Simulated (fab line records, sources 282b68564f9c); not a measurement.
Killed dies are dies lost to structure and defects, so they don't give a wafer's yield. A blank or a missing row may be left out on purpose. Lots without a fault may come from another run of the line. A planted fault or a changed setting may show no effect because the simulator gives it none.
Which tool did it? | flow rit_cmos | 14 lots, 42 wafers sampled, at 5 steps of a route of 202

WHAT THE GAUGES READ, wafer by wafer
RIT_FOX1_THK_MEAS_01.
lot  | measured    | on            | FOX1_OXIDE_THK (nm)
L854 | day 1 18:32 | film_metro-02 | 353 352 347
L856 | day 2 04:33 | film_metro-04 | 338 345 344
L857 | day 2 08:30 | film_metro-04 | 344 342 343
L860 | day 3 00:26 | film_metro-01 | 350 352 348
L862 | day 3 10:31 | film_metro-04 | 351 357 351
L863 | day 3 15:46 | film_metro-01 | 345 346 344
L864 | day 3 23:18 | film_metro-02 | 351 356 353
L865 | day 4 05:24 | film_metro-01 | 341 343 338
L866 | day 4 06:01 | film_metro-02 | 351 352 348
L872 | day 5 14:39 | film_metro-04 | 344 346 343
L873 | day 5 17:23 | film_metro-02 | 355 355 357
L874 | day 5 21:40 | film_metro-01 | 359 359 354
L875 | day 6 04:33 | film_metro-04 | 349 353 351
L876 | day 6 08:56 | film_metro-01 | 348 347 352

RIT_NWELL_TW_MEAS_10.
lot  | measured    | on            | NWELL_TW
L854 | day 1 23:10 | film_metro-03 | 2162 2172 2176
L856 | day 2 09:43 | film_metro-03 | 2183 2174 2179
L857 | day 2 13:46 | film_metro-04 | 2106 2118 2109
L860 | day 3 04:29 | film_metro-02 | 2175 2177 2162
L862 | day 3 14:35 | film_metro-04 | 2100 2109 2102
L863 | day 3 20:43 | film_metro-04 | 2099 2111 2107
L864 | day 4 05:39 | film_metro-04 | 2103 2097 2102
L865 | day 4 09:23 | film_metro-02 | 2161 2160 2156
L866 | day 4 10:04 | film_metro-03 | 2169 2165 2167
L872 | day 5 19:28 | film_metro-03 | 2167 2162 2155
L873 | day 5 21:26 | film_metro-02 | 2163 2174 2159
L874 | day 6 01:36 | film_metro-03 | 2157 2170 2162
L875 | day 6 08:29 | film_metro-04 | 2108 2117 2118
L876 | day 6 13:08 | film_metro-03 | 2173 2169 2176

RIT_CONTACT_OVL_MEAS_09.
lot  | measured    | on         | CONTACT_OVL (nm)
L854 | day 3 08:44 | overlay-01 | 0.8 -0.4 -0.6
L856 | day 3 17:11 | overlay-01 | 0.0 0.1 -0.2
L857 | day 3 20:24 | overlay-02 | -0.8 0.6 -1.1
L860 | day 4 12:59 | overlay-02 | -0.8 0.2 0.9
L862 | day 5 00:07 | overlay-02 | -0.9 0.1 0.6
L863 | day 5 05:47 | overlay-01 | -1.2 -0.2 -1.2
L864 | day 5 13:43 | overlay-01 | 1.3 3.0 2.2
L865 | day 5 18:45 | overlay-02 | -2.5 -0.8 -1.2
L866 | day 5 21:14 | overlay-02 | -0.5 -1.5 -1.9
L872 | day 7 03:02 | overlay-01 | 0.4 0.5 -1.6
L873 | day 7 04:58 | overlay-02 | -6.4 -8.5 -7.8
L874 | day 7 12:55 | overlay-02 | -5.3 -5.1 -5.7
L875 | day 7 18:53 | overlay-01 | -0.7 -0.6 -0.2
L876 | day 7 20:38 | overlay-01 | -2.2 -2.4 -0.3

WHICH TOOL RAN EACH LOT (tool, then ch and the chambers of the sampled wafers, then the start)
lot  | RIT_NWELL_STRIP_09                  | RIT_CONTACT_EXPOSE_05
L854 | plasma_asher-02 ch 0, day 1 23:00   | iline_stepper-02 ch 0, day 3 08:04
L856 | plasma_asher-04 ch 0,1, day 2 09:33 | iline_stepper-02 ch 0, day 3 16:32
L857 | plasma_asher-02 ch 0,1, day 2 13:34 | iline_stepper-02 ch 0, day 3 19:47
L860 | plasma_asher-01 ch 0,1, day 3 04:19 | iline_stepper-02 ch 0, day 4 12:22
L862 | plasma_asher-04 ch 0,1, day 3 14:25 | iline_stepper-01 ch 0, day 4 23:29
L863 | plasma_asher-04 ch 0,1, day 3 20:32 | iline_stepper-02 ch 0, day 5 05:09
L864 | plasma_asher-02 ch 0,1, day 4 05:28 | iline_stepper-02 ch 0, day 5 13:05
L865 | plasma_asher-04 ch 0,1, day 4 09:12 | iline_stepper-02 ch 0, day 5 18:08
L866 | plasma_asher-01 ch 0,1, day 4 09:56 | iline_stepper-01 ch 0, day 5 20:35
L872 | plasma_asher-02 ch 0,1, day 5 19:17 | iline_stepper-02 ch 0, day 7 02:25
L873 | plasma_asher-02 ch 0,1, day 5 21:18 | iline_stepper-02 ch 0, day 7 04:22
L874 | plasma_asher-04 ch 1, day 6 01:26   | iline_stepper-02 ch 0, day 7 12:17
L875 | plasma_asher-01 ch 0,1, day 6 08:17 | iline_stepper-01 ch 0, day 7 18:16
L876 | plasma_asher-02 ch 0,1, day 6 12:58 | iline_stepper-01 ch 0, day 7 19:59
- RIT_NWELL_STRIP_09: strips in O2, time 180 s.
- RIT_CONTACT_EXPOSE_05: exposes mask M11, target cd 1000 nm.

WHAT THE TOOLS THEMSELVES READ (means of the sampled wafers that have a number; where no wafer has one, the mark that the record gives instead)
RIT_NWELL_STRIP_09.
lot  | tool            | drypump_motor_current_A (A)
L854 | plasma_asher-02 | 6.4
L856 | plasma_asher-04 | 5.5
L857 | plasma_asher-02 | 6.1
L860 | plasma_asher-01 | 5.4
L862 | plasma_asher-04 | 5.4
L863 | plasma_asher-04 | 5.6
L864 | plasma_asher-02 | 5.7
L865 | plasma_asher-04 | 5.6
L866 | plasma_asher-01 | 5.5
L872 | plasma_asher-02 | 5.8
L873 | plasma_asher-02 | 5.8
L874 | plasma_asher-04 | 5.7
L875 | plasma_asher-01 | 5.4
L876 | plasma_asher-02 | 5.8

THE ANSWER, worked out from the rows above alone
Rule: what is usual is taken from the lots themselves. Put in order of their means at a reading, lots are off if they are a third of the lots or fewer, leave a main group of 4 or more, and stand apart from it by a gap of 3 or more times the standard deviation of the main group's means; of several such gaps the widest counts. A main group whose means are all the same, to the digits that the tables above print for the reading, isn't used. A lot without any number at a reading at which 4 lots or more have one is off too. The other lots that the step has rows for count as sound. The gauges are gone through in route order, then the tools' own readings, and for those a lot's mean is taken as printed above. The first step at which some lot is off is used, and at that step the reading that is off furthest; a lot without a number counts as furthest.
Off: L873, L874, at RIT_CONTACT_OVL_MEAS_09 (CONTACT_OVL). The main group: mean -0.4 nm, standard deviation 0.96.
A tool fits if, at a process step before that reading, it ran every lot that is off, and no sound lot after the first of them. The gauges at RIT_CONTACT_OVL_MEAS_09 are tried like those tools. Can't be told from this: 2 tools fit, iline_stepper-02 at RIT_CONTACT_EXPOSE_05, overlay-02 at RIT_CONTACT_OVL_MEAS_09.

WHAT THE SIMULATOR HAD PUT IN
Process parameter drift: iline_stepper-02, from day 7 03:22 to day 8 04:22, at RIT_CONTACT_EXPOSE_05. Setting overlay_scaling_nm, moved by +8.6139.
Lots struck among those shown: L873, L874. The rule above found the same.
